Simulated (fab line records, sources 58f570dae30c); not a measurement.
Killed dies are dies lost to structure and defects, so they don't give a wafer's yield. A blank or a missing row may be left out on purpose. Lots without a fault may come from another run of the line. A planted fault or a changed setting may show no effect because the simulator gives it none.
A struck lot beside a sound one | flow berkeley_cmos170 | 34 steps out of a route of 331
Sound: wafers L619.3, L619.4, L619.5. Struck: wafers L623.2, L623.6. (L623.1 of the same lot was not struck and is left out.) The cause comes at the end.
At each step with rows: each side's tool, then ch and its chambers, then its first start. Under that, the readings that differ: sound wafers | struck wafers | difference of the means | sigmas: that difference in standard deviations of wafers without a fault.
alike: readings whose means differ by less than 2 such deviations, and words and numbers that are the same on both sides. not compared: withheld readings, readings that some wafer has no value for, bounds like >300 that may hide the same value, and numbers for which the record gives no deviation and whose values overlap.
The two part at a step that has a row with sigmas, a row that says differs or no value, or rows on one side only. Numbers that don't overlap but have no deviation are shown without sigmas and don't part them. A reading that every wafer of one side lacks parts them only if that side has two wafers or more.

first, 1 step without rows for these wafers: UCB170_M1_SPUTTER_00 (material Al, target thk 600 nm, time 80 s).
UCB170_M1_RS_MEAS_01: measures by four-point-probe.
  sound on film_metro-03, day 7 15:01; struck on film_metro-03, day 8 16:50
  alike: M1_AL_RS
UCB170_M1_THK_MEAS_02: measures by xrf.
  sound on film_metro-03, day 7 15:07; struck on film_metro-03, day 8 16:58
  alike: M1_AL_THK
then, 6 steps without rows for these wafers: UCB170_M1_COAT_03; UCB170_M1_COAT_04 (resist thk 900 nm); UCB170_M1_SOFTBAKE_05 (time 60 s); UCB170_M1_EXPOSE_06 (exposes mask METAL1, target cd 700 nm); UCB170_M1_PEB_07; UCB170_M1_DEVELOP_08 (develop time 45 s).
UCB170_M1_CD_MEAS_09: target cd 700 nm.
  sound on cd_sem-01, day 7 16:25; struck on cd_sem-01, day 8 18:31
  alike: cd_nm
UCB170_M1_OVL_MEAS_10:
  sound on overlay-01, day 7 16:31; struck on overlay-01, day 8 18:38
  alike: M1_OVL
UCB170_M1_ETCH_11: etches BARC in N2/H2.
  sound on rie_diel-04 ch 2,3, day 7 16:32; struck on rie_diel-03 ch 1,3, day 8 18:40
  reading               | sound             | struck      | difference | sigmas
  oes_product_au (a.u.) | 1.016 1.023 1.030 | 1.006 0.971 | -0.034     | -2
  alike: bias_w, drypump_motor_current_A, h2_flow_sccm, n2_flow_sccm, throttle_valve_pct
UCB170_M1_METAL_ETCH_12: etches Al in Cl2/BCl3, stops on PSG, target depth 780 nm, time 130 s.
  sound on rie_metal-04 ch 0, day 7 16:40; struck on rie_metal-04 ch 1, day 8 18:43
  reading                             | sound             | struck      | difference                    | sigmas
  bias_w (W)                          | 120.4 120.6 120.2 | - -         | no value on the struck wafers |
  oes_product_au (a.u.)               | 0.849 0.859 0.853 | 1.034 1.036 | +0.181                        | +12
  run_length_s (s)                    | 158.8 158.6 158.8 | 134.9 135.1 | -23.7                         | -53
  throttle_valve_pct (%)              | 23.8 23.8 23.8    | 25.0 25.0   | +1.2                          | +3
  model.KrF_of_M1_COAT_04.thk_nm (nm) | 436.2 438.9 441.1 | 501.3 503.3 | +63.6                         |
  model.M1.cd_nm (nm)                 | 695 699.5 697.6   | 707.5 707.4 | +10.1                         |
  alike: drypump_motor_current_A
  not compared: rf_hours_counter_h
UCB170_M1_STRIP_13: strips in O2.
  sound on plasma_asher-04 ch 0,1, day 7 16:52; struck on plasma_asher-02 ch 1, day 8 18:51
  alike: drypump_motor_current_A, oes_product_au
  not compared: rf_hours_counter_h
UCB170_M1_CD_MEAS_90: target cd 700 nm.
  sound on cd_sem-01, day 7 16:59; struck on cd_sem-02, day 8 18:57
  reading    | sound             | struck      | difference | sigmas
  cd_nm (nm) | 694.9 699.5 697.6 | 707.6 707.6 | +10.3      | +4
then, 1 step without rows for these wafers: UCB170_M1_ANNEAL_14 (time 1200 s).
UCB170_V1_CVD_00: deposits SiO2 from TEOS/O2, target thk 2000 nm, time 250 s.
  sound on pecvd-02 ch 0,1,2, day 7 18:58; struck on pecvd-03 ch 1,2, day 8 23:04
  alike: heater_power_w
UCB170_V1_THK_MEAS_01:
  sound on film_metro-02, day 7 19:08; struck on film_metro-02, day 8 23:13
  alike: V1_TEOS_THK
then, 1 step without rows for these wafers: UCB170_V1_CMP_02 (polishes SiO2).
UCB170_V1_BOW_MEAS_03:
  sound on film_metro-04, day 7 19:31; struck on film_metro-04, day 8 23:35
  alike: V1_BOW
UCB170_V1_THK_MEAS_04:
  sound on film_metro-04, day 7 19:37; struck on film_metro-04, day 8 23:42
  alike: V1_POLISHED_THK
then, 7 steps without rows for these wafers: UCB170_V1_CLEAN_05 (cleans in DIW); UCB170_V1_HMDS_06 (prime time 60 s); UCB170_V1_COAT_07 (resist thk 900 nm); UCB170_V1_SOFTBAKE_08 (time 60 s); UCB170_V1_EXPOSE_09 (exposes mask VIA1, target cd 700 nm); UCB170_V1_PEB_10; UCB170_V1_DEVELOP_11 (develop time 45 s).
UCB170_V1_CD_MEAS_12: target cd 700 nm.
  sound on cd_sem-02, day 7 23:05; struck on cd_sem-01, day 9 01:49
  alike: cd_nm
UCB170_V1_OVL_MEAS_13:
  sound on overlay-01, day 7 23:11; struck on overlay-02, day 9 01:56
  alike: V1_OVL
UCB170_V1_ETCH_14: etches SiO2 in CHF3/CF4/Ar, stops on Al, target depth 1250 nm, time 291 s.
  sound on rie_diel-03 ch 0,1,3, day 7 23:12; struck on rie_diel-03 ch 0,1, day 9 01:58
  alike: CHF3_flow_sccm, cf4_flow_sccm, drypump_motor_current_A, mfc_ar_sccm, oes_product_au, run_length_s, throttle_valve_pct
  not compared: rf_hours_counter_h
UCB170_V1_STRIP_15: strips in O2.
  sound on plasma_asher-03 ch 0,1, day 7 23:25; struck on plasma_asher-01 ch 0,1, day 9 02:08
  alike: drypump_motor_current_A, oes_product_au, strip_time_to_endpoint_s
  not compared: rf_hours_counter_h
UCB170_V1_CD_MEAS_90: target cd 700 nm.
  sound on cd_sem-02, day 7 23:31; struck on cd_sem-02, day 9 02:38
  alike: cd_nm
  not compared: hold
UCB170_M3_PROBE_99:
  the record has rows for the sound wafers here (prober-01, day 8 10:24) and none for the struck ones

WHERE THEY PART
First at UCB170_M1_ETCH_11; last, within this record, at UCB170_M3_PROBE_99.

WHY: what the simulator had put in
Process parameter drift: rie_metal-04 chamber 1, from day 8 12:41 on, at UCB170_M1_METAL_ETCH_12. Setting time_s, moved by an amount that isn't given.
